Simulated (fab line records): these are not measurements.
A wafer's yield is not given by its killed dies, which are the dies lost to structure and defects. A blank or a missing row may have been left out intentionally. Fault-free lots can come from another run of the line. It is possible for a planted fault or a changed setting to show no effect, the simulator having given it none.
Split-lot experiment    flow berkeley_cmos170    route with 331 steps; 5 lots, 27 wafers read

## THE SPLIT ITSELF
At UCB170_GATE_OXIDATION_01 (target thk 6.6 nm, ox time 1800 s), the setting ox_time_s was moved away from the recipe's 1800 s on 18 of the 27 wafers read, by -23.3% to +54.9%. All remaining wafers had this setting at the recipe value.

There is no step in the file separating the split from the reading.

## THE READING
GATE_OXIDE_THK in nanometres, read at UCB170_GATE_THK_MEAS_02. Fault-free wafers of this fab line usually give 6.63 nm, standard deviation 0.13 nm.

wafer   tool, chamber at the split  ox_time_s as run, s  against the recipe  GATE_OXIDE_THK, nm  against lot-mates on the recipe
L074.1  -, -                        1380                 -23.3%              5.51                no lot-mate on the recipe
L074.2  -, -                        1380                 -23.3%              5.60                no lot-mate on the recipe
L074.3  -, -                        1380                 -23.3%              5.56                no lot-mate on the recipe
L074.4  -, -                        1380                 -23.3%              5.65                no lot-mate on the recipe
L074.5  -, -                        1380                 -23.3%              5.55                no lot-mate on the recipe
L074.6  -, -                        1380                 -23.3%              5.65                no lot-mate on the recipe
L075.1  -, -                        2789                 +54.9%              9.23                no lot-mate on the recipe
L075.2  -, -                        2789                 +54.9%              9.15                no lot-mate on the recipe
L075.3  -, -                        2789                 +54.9%              9.34                no lot-mate on the recipe
L075.4  -, -                        2789                 +54.9%              9.24                no lot-mate on the recipe
L075.5  -, -                        2789                 +54.9%              9.25                no lot-mate on the recipe
L075.6  -, -                        2789                 +54.9%              9.18                no lot-mate on the recipe
L077.1  furnace-01, 0               1800                 recipe              6.70                -
L077.2  furnace-01, 0               1800                 recipe              6.86                -
L077.5  furnace-01, 0               1800                 recipe              6.77                -
L076.1  -, -                        1800                 recipe              6.65                -
L076.2  -, -                        1800                 recipe              6.70                -
L076.3  -, -                        1800                 recipe              6.71                -
L076.4  -, -                        1800                 recipe              6.60                -
L076.5  -, -                        1800                 recipe              6.69                -
L076.6  -, -                        1800                 recipe              6.67                -
L081.1  -, -                        2640                 +46.7%              8.79                no lot-mate on the recipe
L081.2  -, -                        2640                 +46.7%              8.69                no lot-mate on the recipe
L081.3  -, -                        2640                 +46.7%              8.74                no lot-mate on the recipe
L081.4  -, -                        2640                 +46.7%              8.74                no lot-mate on the recipe
L081.5  -, -                        2640                 +46.7%              8.81                no lot-mate on the recipe
L081.6  -, -                        2640                 +46.7%              8.53                no lot-mate on the recipe

THE FIT
A straight line over all 27 wafers: GATE_OXIDE_THK changes by +0.0455 nm for each +1% of ox_time_s; r = +1.00; the points scatter about the line by 0.09 nm.
Too few moved wafers with a lot-mate on the recipe to fit a line net of each lot's own level.

## THE WHOLE CHAIN: every reading that the file lists as answering this split, in the file's order
step                      what it does                       reading                                                                            change (the file's fit)                 r (the file's)
UCB170_GATE_OXIDATION_01  target thk 6.6 nm, ox time 1800 s  SiO2_of_GATE_OXIDATION_01.thk_nm (the simulator's own value, which no gauge read)  +0.0453 nm for each +1% of the setting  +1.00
UCB170_GATE_THK_MEAS_02                                      GATE_OXIDE_THK                                                                     +0.0455 for each +1% of the setting     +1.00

## FILE'S OWN FIT
GATE_OXIDE_THK changes by +0.0455 nm for each +1% of ox_time_s, r = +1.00.
